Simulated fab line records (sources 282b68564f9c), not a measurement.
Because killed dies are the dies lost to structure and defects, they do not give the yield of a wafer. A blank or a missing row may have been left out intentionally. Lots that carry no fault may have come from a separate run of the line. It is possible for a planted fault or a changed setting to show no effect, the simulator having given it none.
Comparing a struck lot with a sound one -- flow ritCmos -- 17 steps out of a route of 202
Sound: wafers L274.1, L274.2, L274.5. The struck wafers were L268.2, L268.3, L268.6. The cause is given at the end.
Each step with rows lists, per side, the tool, then ch with its chambers, then its first start. Under that, the readings that differ: sound wafers -- struck wafers -- difference of the means -- sigmas: that difference in standard deviations of wafers without a fault.
alike: readings with means less than 2 such deviations apart, plus words and numbers identical on both sides. not compared: withheld readings, readings lacking a value on some wafer, bounds such as >300 that could conceal the same value, and numbers that have no deviation in the record and whose values overlap.
The two part at a step that has a row with sigmas, a row that says differs or no value, or rows on one side only. When numbers do not overlap yet have no deviation, they are printed without sigmas and do not part them. A reading missing from all wafers of one side parts the sides only when that side holds two or more wafers.

RIT_NWELL_TW_MEAS_10:
  sound: filmMetro-01 at day 6 02:42; struck: filmMetro-01 at day 4 18:58
  alike: NWELL_TW
then, 6 steps without rows for these wafers: RIT_PWELL_HMDS_00 (prime time 60 s); RIT_PWELL_COAT_01 (resist thk 1300 nm); RIT_PWELL_SOFTBAKE_02 (time 60 s); RIT_PWELL_EXPOSE_03 (exposes mask M3, target cd 43700 nm); RIT_PWELL_PEB_04; RIT_PWELL_DEVELOP_05 (develop time 68 s).
RIT_PWELL_OVL_MEAS_06:
  sound: overlay-02 at day 6 03:58; struck: overlay-02 at day 4 20:02
  alike: PWELL_OVL
then, 2 steps without rows for these wafers: RIT_PWELL_HARDBAKE_07 (time 120 s); RIT_PWELL_IMPLANT_08.
RIT_PWELL_STRIP_09: strips in O2, time 180 s.
  sound on plasmaAsher-03 ch 0,1, day 6 04:24; struck on plasmaAsher-01 ch 0, day 4 20:28
  alike: drypumpMotorCurrentA, rfReflPowerW
  not compared: rfHoursCounterH
RIT_PWELL_TW_MEAS_10:
  sound: filmMetro-04 at day 6 04:35; struck: filmMetro-04 at day 4 20:38
  alike: PWELL_TW
RIT_WELLDRIVE_ANNEAL_00: time 14700 s.
  sound on furnace-03 ch 0, day 6 04:38; struck on furnace-01 ch 0, day 4 21:17
reading,sound,struck,difference,sigmas
runLengthS (s),18271 18271 18271,15326 15326 15326,-2945,-99 or more
RIT_WELLDRIVE_RS_MEAS_01: measurement is done with a four-point probe.
  sound: filmMetro-01 at day 6 09:43; struck: filmMetro-01 at day 5 02:23
reading,sound,struck,difference,sigmas
NWELL_RS (ohm/sq),275.4 276.2 275.4,285.5 285.5 286.1,+10.0,+12
RIT_WELLDRIVE_RS_MEAS_02: measurement is done with a four-point probe.
  sound: filmMetro-01 at day 6 09:50; struck: filmMetro-01 at day 5 02:31
reading,sound,struck,difference,sigmas
PWELL_RS (ohm/sq),427.9 428.9 427.8,441.9 440.9 440.5,+12.9,+11
then, 1 step without rows for these wafers: RIT_NRETRO_HMDS_00 (prime time 60 s).
RIT_M1_PROBE_99:
  sound: prober-01 at day 7 16:41; struck: prober-01 at day 6 12:28
reading,sound,struck,difference,sigmas
model.etest.nwellPinched.rsOhmSq,339.3 341.3 336.2,362.4 360.6 355.1,+20.4,
model.etest.pwellPinched.rsOhmSq,457.2 454.4 447.7,477.3 479.4 472.5,+23.3,
model.etest.pwell.rsOhmSq,413 408.6 407.3,424.8 427.8 429.7,+17.8,
model.etest.fieldPMetal.vtV (V),-30.56 -30.37 -30.81,-27.43 -28.09 -28.3,+2.64,
model.etest.fieldP.vtV (V),-13.65 -13.55 -13.54,-12.19 -12.21 -12.18,+1.39,
model.etest.diodePplusComb.cjFfUm2,1.978 1.97 1.973,2.062 2.056 2.063,+0.087,
  alike: killedAtContacts, killedAtFrontEnd, killedDies, killedOpen, killedShort
  not compared: model.etest.fieldN.vtV, model.etest.isoNwellNwell.lateralLog10AUm

WHERE THEY PART
First at RIT_WELLDRIVE_ANNEAL_00; last, within this record, at RIT_WELLDRIVE_RS_MEAS_02. Later steps at which nothing parts them and some readings are alike: RIT_M1_PROBE_99.

WHY: what had been put in by the simulator
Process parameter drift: furnace-01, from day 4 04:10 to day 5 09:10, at RIT_WELLDRIVE_ANNEAL_00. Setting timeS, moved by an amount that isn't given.
